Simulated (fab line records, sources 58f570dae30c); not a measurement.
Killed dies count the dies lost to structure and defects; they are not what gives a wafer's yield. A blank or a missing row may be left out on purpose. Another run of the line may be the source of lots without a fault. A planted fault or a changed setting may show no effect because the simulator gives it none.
A lot that was struck, set against a sound lot | flow berkeleyCmos170 | 17 out of 331 route steps
Sound: the wafers L695.2, L695.3, L695.5. Struck: wafers L689.2, L689.3, L689.4. At the end, the cause is stated.
Per side, at each step with rows, come the tool, then ch with its chambers, and then its first start. Under that, the readings that differ: sound wafers | struck wafers | difference of the means | sigmas: that difference in standard deviations of wafers without a fault.
alike: readings with means less than 2 such deviations apart, plus words and numbers identical on both sides. not compared: withheld readings, readings lacking a value on some wafer, bounds such as >300 that could conceal the same value, and numbers that have no deviation in the record and whose values overlap.
Wherever a step has rows on one side only, a row that says differs or no value, or a row with sigmas, the two part there. When numbers do not overlap yet have no deviation, they are printed without sigmas and do not part them. A reading that every wafer of one side lacks parts them only if that side has two wafers or more.

first, 3 steps without rows for these wafers: UCB170_BACKSIDE_HMDS_00 (prime time 60 s); UCB170_BACKSIDE_COAT_01 (resist thk 900 nm); UCB170_BACKSIDE_SOFTBAKE_02 (time 60 s).
UCB170_BACKSIDE_STRIP_03: strips in O2.
  sound on plasmaAsher-01 ch 0,1, day 11 01:53; struck on plasmaAsher-04 ch 0,1, day 9 13:09
  alike: drypumpMotorCurrentA, oesProductAu, stripTimeToEndpointS
  not compared: rfHoursCounterH
then, 1 step without rows for these wafers: UCB170_BACKSIDE_CLEAN_04 (cleans in SPM, time 600 s).
UCB170_SDANNEAL_RTA_00: time 10 s.
  sound on rtpAnneal-01 ch 0, day 11 02:10; struck on rtpAnneal-02 ch 0, day 9 13:35
  alike: annealTempCMax, chamberO2Ppm, lampPowerPct, wafer_temp_C_max
UCB170_SDANNEAL_RTA_01: time 5 s.
  sound on rtpAnneal-01 ch 0, day 11 02:14; struck on rtpAnneal-02 ch 0, day 9 13:40
reading        | sound                | struck               | difference | sigmas
annealTempCMax | 1053.2 1053.3 1053.1 | 1054.5 1055.5 1055.4 | +1.9       | +2
  alike: chamberO2Ppm, lampPowerPct, wafer_temp_C_max
UCB170_SDANNEAL_RS_MEAS_02: a four-point-probe measurement.
  sound: filmMetro-01 at day 11 02:18; struck: filmMetro-01 at day 9 13:43
  alike: PSD_RS
UCB170_SDANNEAL_RS_MEAS_03: a four-point-probe measurement.
  sound: filmMetro-01 at day 11 02:25; struck: filmMetro-01 at day 9 13:50
  alike: NSD_RS
UCB170_SDANNEAL_RS_MEAS_04: a four-point-probe measurement.
  sound: filmMetro-01 at day 11 02:32; struck: filmMetro-01 at day 9 13:58
  alike: PLDD_RS
UCB170_SDANNEAL_RS_MEAS_05: a four-point-probe measurement.
  sound: filmMetro-01 at day 11 02:40; struck: filmMetro-01 at day 9 14:05
  alike: NLDD_RS
then, 1 step without rows for these wafers: UCB170_SILICIDE_PRE_CLEAN_00 (preclean etch time 60 s).
UCB170_SILICIDE_SPUTTER_01: material Ti, target thk 30 nm, time 25 s.
  sound: pvdSputter-02 at day 11 02:50; struck: pvdSputter-01 at day 9 14:15
reading                                    | sound            | struck            | difference | sigmas
model.Ti_of_SILICIDE_SPUTTER_01.thkNm (nm) | 28.9 29.67 28.95 | 43.51 43.67 43.29 | +14.32     | 
  alike: cathodeDcPowerW, throttleValvePct
UCB170_SILICIDE_RS_MEAS_02: a four-point-probe measurement.
  sound: filmMetro-02 at day 11 02:53; struck: filmMetro-04 at day 9 14:24
reading                 | sound          | struck         | difference | sigmas
SILICIDE_TI_RS (ohm/sq) | 27.2 26.5 27.3 | 17.1 16.9 17.1 | -10.0      | -25
UCB170_SILICIDE_THK_MEAS_03: measures by xrf.
  sound: filmMetro-02 at day 11 02:59; struck: filmMetro-04 at day 9 14:31
reading              | sound          | struck         | difference | sigmas
SILICIDE_TI_THK (nm) | 28.8 29.6 28.9 | 43.3 43.4 43.1 | +14.2      | +35
UCB170_SILICIDE_RTA_04: time 15 s.
  sound on rtpAnneal-02 ch 0, day 11 03:04; struck on rtpAnneal-01 ch 0, day 9 14:35
reading          | sound             | struck            | difference | sigmas
wafer_temp_C_max | 651.7 651.3 651.2 | 652.5 653.5 652.9 | +1.6       | +2
  alike: annealTempCMax, chamberO2Ppm, lampPowerPct
UCB170_M3_PROBE_99:
  sound: prober-01 at day 12 01:56; struck: prober-01 at day 10 12:36
reading                            | sound             | struck      | difference | sigmas
model.etest.npolyLine.widthNm (nm) | 319.6 321.4 320.6 | 316.2 317.3 | -3.8       | 
model.etest.ppolyLine.widthNm (nm) | 318.8 322.8 320.5 | 317.1 316.4 | -3.9       | 
model.etest.ppolyLine.lineOhmUm    | 15.52 15.06 15.4  | 12.48 12.56 | -2.81      | 
model.etest.npolyLine.lineOhmUm    | 15.41 14.63 14.84 | 12.34 12.27 | -2.66      | 
model.etest.ppolyLine.rsOhmSq      | 4.988 4.818 4.897 | 3.952 3.983 | -0.933     | 
model.etest.npolyLine.rsOhmSq      | 4.85 4.731 4.799  | 3.893 3.908 | -0.893     | 
model.etest.pplusSal.lineOhmUm     | 5.552 5.478 5.6   | 4.977 4.764 | -0.673     | 
model.etest.nplusSal.lineOhmUm     | 5.492 5.366 5.481 | 4.861 4.66  | -0.686     | 

WHERE THEY PART
At UCB170_SDANNEAL_RTA_01 first; at UCB170_SILICIDE_RTA_04 last (within this record only).

WHY: what the simulator had put in
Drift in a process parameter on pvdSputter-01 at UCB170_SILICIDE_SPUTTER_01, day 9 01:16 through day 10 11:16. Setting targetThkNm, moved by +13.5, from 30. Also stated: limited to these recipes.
